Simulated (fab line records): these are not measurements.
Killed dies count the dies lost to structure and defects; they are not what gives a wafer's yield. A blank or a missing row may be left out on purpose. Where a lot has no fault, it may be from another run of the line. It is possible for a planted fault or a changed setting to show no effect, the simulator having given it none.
Split-lot experiment :: flow berkeley_cmos170 :: on a route of 331 steps: 5 lots, 23 wafers read

THE SPLIT ITSELF
At UCB170_PVT_IMPLANT_07, the setting energy_kev was moved away from the recipe's 30 on 6 of the 23 wafers read, by -4.2% to +3.6%. All remaining wafers had this setting at the recipe value.

The split's own step is where the reading is taken.

THE READING
In nm, at UCB170_PVT_IMPLANT_07: implant.drp_nm, which is the simulator's own figure and was read by no gauge. No usual value for it is given in the file.

wafer: L075.1
tool, chamber at the split: implanter-04, 0
energy_kev as run: 29.47
against the recipe: -1.8%
implant.drp_nm, nm: 16.39
against lot-mates on the recipe: -0.17

wafer: L075.2
tool, chamber at the split: implanter-04, 0
energy_kev as run: 29.47
against the recipe: -1.8%
implant.drp_nm, nm: 16.39
against lot-mates on the recipe: -0.17

wafer: L075.3
tool, chamber at the split: implanter-04, 0
energy_kev as run: 30
against the recipe: recipe
implant.drp_nm, nm: 16.56
against lot-mates on the recipe: -

wafer: L075.4
tool, chamber at the split: implanter-04, 0
energy_kev as run: 30
against the recipe: recipe
implant.drp_nm, nm: 16.56
against lot-mates on the recipe: -

wafer: L075.6
tool, chamber at the split: implanter-04, 0
energy_kev as run: 30
against the recipe: recipe
implant.drp_nm, nm: 16.56
against lot-mates on the recipe: -

wafer: L076.2
tool, chamber at the split: implanter-01, 0
energy_kev as run: 30
against the recipe: recipe
implant.drp_nm, nm: 16.56
against lot-mates on the recipe: -

wafer: L076.3
tool, chamber at the split: implanter-01, 0
energy_kev as run: 30
against the recipe: recipe
implant.drp_nm, nm: 16.56
against lot-mates on the recipe: -

wafer: L076.5
tool, chamber at the split: implanter-01, 0
energy_kev as run: 30
against the recipe: recipe
implant.drp_nm, nm: 16.56
against lot-mates on the recipe: -

wafer: L082.1
tool, chamber at the split: implanter-02, 0
energy_kev as run: 31.08
against the recipe: +3.6%
implant.drp_nm, nm: 17.06
against lot-mates on the recipe: +0.50

wafer: L082.6
tool, chamber at the split: implanter-02, 0
energy_kev as run: 31.08
against the recipe: +3.6%
implant.drp_nm, nm: 17.06
against lot-mates on the recipe: +0.50

wafer: L082.2
tool, chamber at the split: implanter-02, 0
energy_kev as run: 30
against the recipe: recipe
implant.drp_nm, nm: 16.56
against lot-mates on the recipe: -

wafer: L082.4
tool, chamber at the split: implanter-02, 0
energy_kev as run: 30
against the recipe: recipe
implant.drp_nm, nm: 16.56
against lot-mates on the recipe: -

wafer: L082.5
tool, chamber at the split: implanter-02, 0
energy_kev as run: 30
against the recipe: recipe
implant.drp_nm, nm: 16.56
against lot-mates on the recipe: -

wafer: L081.1
tool, chamber at the split: implanter-01, 0
energy_kev as run: 28.75
against the recipe: -4.2%
implant.drp_nm, nm: 16.14
against lot-mates on the recipe: -0.42

wafer: L081.6
tool, chamber at the split: implanter-01, 0
energy_kev as run: 28.75
against the recipe: -4.2%
implant.drp_nm, nm: 16.14
against lot-mates on the recipe: -0.42

wafer: L081.2
tool, chamber at the split: implanter-01, 0
energy_kev as run: 30
against the recipe: recipe
implant.drp_nm, nm: 16.56
against lot-mates on the recipe: -

wafer: L081.3
tool, chamber at the split: implanter-01, 0
energy_kev as run: 30
against the recipe: recipe
implant.drp_nm, nm: 16.56
against lot-mates on the recipe: -

wafer: L081.5
tool, chamber at the split: implanter-01, 0
energy_kev as run: 30
against the recipe: recipe
implant.drp_nm, nm: 16.56
against lot-mates on the recipe: -

wafer: L085.1
tool, chamber at the split: implanter-01, 0
energy_kev as run: 30
against the recipe: recipe
implant.drp_nm, nm: 16.56
against lot-mates on the recipe: -

wafer: L085.2
tool, chamber at the split: implanter-01, 0
energy_kev as run: 30
against the recipe: recipe
implant.drp_nm, nm: 16.56
against lot-mates on the recipe: -

wafer: L085.3
tool, chamber at the split: implanter-01, 0
energy_kev as run: 30
against the recipe: recipe
implant.drp_nm, nm: 16.56
against lot-mates on the recipe: -

wafer: L085.4
tool, chamber at the split: implanter-01, 0
energy_kev as run: 30
against the recipe: recipe
implant.drp_nm, nm: 16.56
against lot-mates on the recipe: -

wafer: L085.6
tool, chamber at the split: implanter-01, 0
energy_kev as run: 30
against the recipe: recipe
implant.drp_nm, nm: 16.56
against lot-mates on the recipe: -

THE FIT
A straight line over all 23 wafers: implant.drp_nm changes by +0.116 nm for each +1% of energy_kev; r = +0.99; the points scatter about the line by 0.03 nm.
The same after taking each lot's own level away (the mean of its wafers on the recipe; 23 wafers): +0.116 nm for each +1%; r = +0.99; scatter 0.03 nm.
The reading moves by 0.48 nm for the largest change in energy_kev, on that fit.
The lots' own levels span 16.560 to 16.560 nm.
The two slopes are in agreement: the lot-to-lot level therefore moves the slope only a little.
Check: -0.488 nm against its lot-mates is what the line predicts for one of the wafers moved furthest among these (-4.2%) when that wafer is left out of the fit. Against them it came out at -0.42 nm.

THE OTHER SPLITS THESE WAFERS WENT THROUGH
These wafers also went through other splits before the reading. Each is held against what the fit with the lots' levels taken away leaves over:
other split on the same wafers: UCB170_ZERO_COAT_01 spin_rpm
wafers away from the commonest value: 8
r with implant.drp_nm (lot level and that fit taken away): -0.08

other split on the same wafers: UCB170_NWELL_OXIDATION_01 ox_time_s
wafers away from the commonest value: 18
r with implant.drp_nm (lot level and that fit taken away): -0.16

other split on the same wafers: UCB170_NWELL_COAT_07 spin_rpm
wafers away from the commonest value: 11
r with implant.drp_nm (lot level and that fit taken away): +0.33

other split on the same wafers: UCB170_PWELL_OXIDATION_02 ox_time_s
wafers away from the commonest value: 18
r with implant.drp_nm (lot level and that fit taken away): -0.38

other split on the same wafers: UCB170_ACTIVE_CVD_05 temp_c
wafers away from the commonest value: 18
r with implant.drp_nm (lot level and that fit taken away): -0.15

other split on the same wafers: UCB170_ACTIVE_ETCH_15 over_etch_frac
wafers away from the commonest value: 7
r with implant.drp_nm (lot level and that fit taken away): +0.30

other split on the same wafers: UCB170_NVT_COAT_01 resist_thk_nm
wafers away from the commonest value: 9
r with implant.drp_nm (lot level and that fit taken away): -0.18

THE WHOLE CHAIN: every reading that the file lists as answering this split, in the file's order
step: UCB170_PVT_IMPLANT_07
what it does: 
reading: implant.rp_nm (the simulator's own value, which no gauge read)
change (the file's fit): +0.285 nm for each +1% of the setting
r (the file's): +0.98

step: UCB170_PVT_IMPLANT_07
what it does: 
reading: implant.drp_nm (the simulator's own value, which no gauge read)
change (the file's fit): +0.115 nm for each +1% of the setting
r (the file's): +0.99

THE FILE'S OWN FIT
implant.drp_nm changes by +0.115 nm for each +1% of energy_kev, r = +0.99.
